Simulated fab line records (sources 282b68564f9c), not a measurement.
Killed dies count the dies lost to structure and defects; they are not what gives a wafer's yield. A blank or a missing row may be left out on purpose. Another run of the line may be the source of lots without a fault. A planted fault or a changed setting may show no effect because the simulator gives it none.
What tool caused it? ; flow rit_cmos ; 6 lots with 18 wafers sampled at 2 steps, on a route of 202 steps

== WHAT THE GAUGES SHOWED, per wafer ==
RIT_SPACER_THK_MEAS_04.
lot;measured;on;SPACER_NITRIDE_THK (nm)
L760;day 3 03:27;film_metro-02;251.0 251.8 250.2
L762;day 3 15:13;film_metro-01;249.2 247.9 249.7
L764;day 3 22:55;film_metro-02;246.3 247.2 247.7
L769;day 5 00:05;film_metro-04;420.0 421.0 419.3
L773;day 5 19:37;film_metro-02;249.5 247.0 250.4
L781;day 7 17:23;film_metro-04;249.5 247.9 249.5

== WHICH TOOL RAN EACH LOT (tool, then ch and the chambers of the sampled wafers, then the start) ==
lot;RIT_SPACER_CVD_03
L760;lpcvd-02 ch 0, day 3 01:32
L762;lpcvd-02 ch 1, day 3 12:18
L764;lpcvd-02 ch 1, day 3 20:59
L769;lpcvd-01 ch 0, day 4 22:11
L773;lpcvd-02 ch 1, day 5 17:41
L781;lpcvd-02 ch 0, day 7 15:28
- RIT_SPACER_CVD_03: deposits Si3N4 from SiH2Cl2/NH3, target thk 250 nm, time 3300 s.

== THE ANSWER, worked out from the rows above alone ==
Rule: usual is defined by the lots themselves. Put in order of their means at a reading, lots are off if they are a third of the lots or fewer, leave a main group of 4 or more, and stand apart from it by a gap of 3 or more times the standard deviation of the main group's means; of several such gaps the widest counts. Not used: any main group whose means are identical at the precision the tables above print for the reading. Also off: a lot with no number at a reading for which 4 or more lots have one. Any other lot the step has rows for is counted as sound.
Off: L769, at RIT_SPACER_THK_MEAS_04 (SPACER_NITRIDE_THK). Main group: mean 249.0 nm, sd 1.2.
If a tool, at a process step before that reading, ran all the lots that are off and no sound lot after the first of them, it fits. Gauges at RIT_SPACER_THK_MEAS_04: tried the same way as those tools. One fits: RIT_SPACER_CVD_03 on lpcvd-01. It ran no sound lot before its first lot that is off in this sample, so the start can't be narrowed down.

== WHAT HAD BEEN PUT IN BY THE SIMULATOR ==
lpcvd-01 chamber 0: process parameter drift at RIT_SPACER_CVD_03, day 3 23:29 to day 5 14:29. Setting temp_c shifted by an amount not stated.
Lots struck among those shown: L769. This agrees with what the rule above found.
